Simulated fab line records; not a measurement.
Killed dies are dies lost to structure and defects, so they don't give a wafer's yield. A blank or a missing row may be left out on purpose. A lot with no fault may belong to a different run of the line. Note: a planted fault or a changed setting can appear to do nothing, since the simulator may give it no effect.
Which of the tools did it? / flow ritCmos / 7 lots with 21 wafers sampled at 2 steps, on a route of 202 steps

WHAT EACH GAUGE READ, for each wafer
RIT_GATE_THK_MEAS_07.
lot=L109; measured=day 2 20:00; on=filmMetro-01; GATE_OXIDE_THK (nm)=2.99 2.97 2.91
lot=L113; measured=day 3 15:44; on=filmMetro-04; GATE_OXIDE_THK (nm)=2.97 2.98 2.93
lot=L115; measured=day 4 02:39; on=filmMetro-04; GATE_OXIDE_THK (nm)=3.02 3.11 3.00
lot=L119; measured=day 4 21:58; on=filmMetro-04; GATE_OXIDE_THK (nm)=3.09 3.07 3.04
lot=L125; measured=day 6 08:43; on=filmMetro-03; GATE_OXIDE_THK (nm)=5.07 5.03 4.98
lot=L128; measured=day 6 20:29; on=filmMetro-03; GATE_OXIDE_THK (nm)=3.12 3.08 3.09
lot=L130; measured=day 7 11:10; on=filmMetro-04; GATE_OXIDE_THK (nm)=3.02 3.03 2.95

WHICH TOOL RAN EACH LOT (tool, then ch and the chambers of the sampled wafers, then the start)
lot=L109; RIT_GATE_OXIDATION_05=furnace-03 ch 0, day 2 17:35
lot=L113; RIT_GATE_OXIDATION_05=furnace-04 ch 0, day 3 14:14
lot=L115; RIT_GATE_OXIDATION_05=furnace-01 ch 0, day 4 01:19
lot=L119; RIT_GATE_OXIDATION_05=furnace-01 ch 0, day 4 20:38
lot=L125; RIT_GATE_OXIDATION_05=furnace-03 ch 0, day 6 04:52
lot=L128; RIT_GATE_OXIDATION_05=furnace-04 ch 0, day 6 19:10
lot=L130; RIT_GATE_OXIDATION_05=furnace-04 ch 0, day 7 09:02
- RIT_GATE_OXIDATION_05: target thk 3 nm, ox time 270 s.

THE ANSWER, worked out from the rows above alone
Rule: the usual values come from the lots themselves. The widest of any qualifying gaps counts: lots, ordered by their means at a reading, are off when they make up no more than a third of the lots, leave a main group of 4 or more, and stand apart from it by 3 or more times the standard deviation of that group's means. A main group is skipped when, at the precision printed for the reading in the tables above, its means are all equal. A lot without any number at a reading at which 4 lots or more have one is off too. The other lots that the step has rows for count as sound.
Off: L125, at RIT_GATE_THK_MEAS_07 (GATE_OXIDE_THK). Mean 3.02 nm and standard deviation 0.053 in the main group.
If a tool, at a process step before that reading, ran all the lots that are off and no sound lot after the first of them, it fits. Gauges at RIT_GATE_THK_MEAS_07: tried the same way as those tools. One fits: furnace-03 at RIT_GATE_OXIDATION_05. A fault onset in the window from L109 (day 2 17:35, its last sound lot) to L125 (day 6 04:52, its first lot off) fits.

WHAT THE SIMULATOR HAD PUT IN
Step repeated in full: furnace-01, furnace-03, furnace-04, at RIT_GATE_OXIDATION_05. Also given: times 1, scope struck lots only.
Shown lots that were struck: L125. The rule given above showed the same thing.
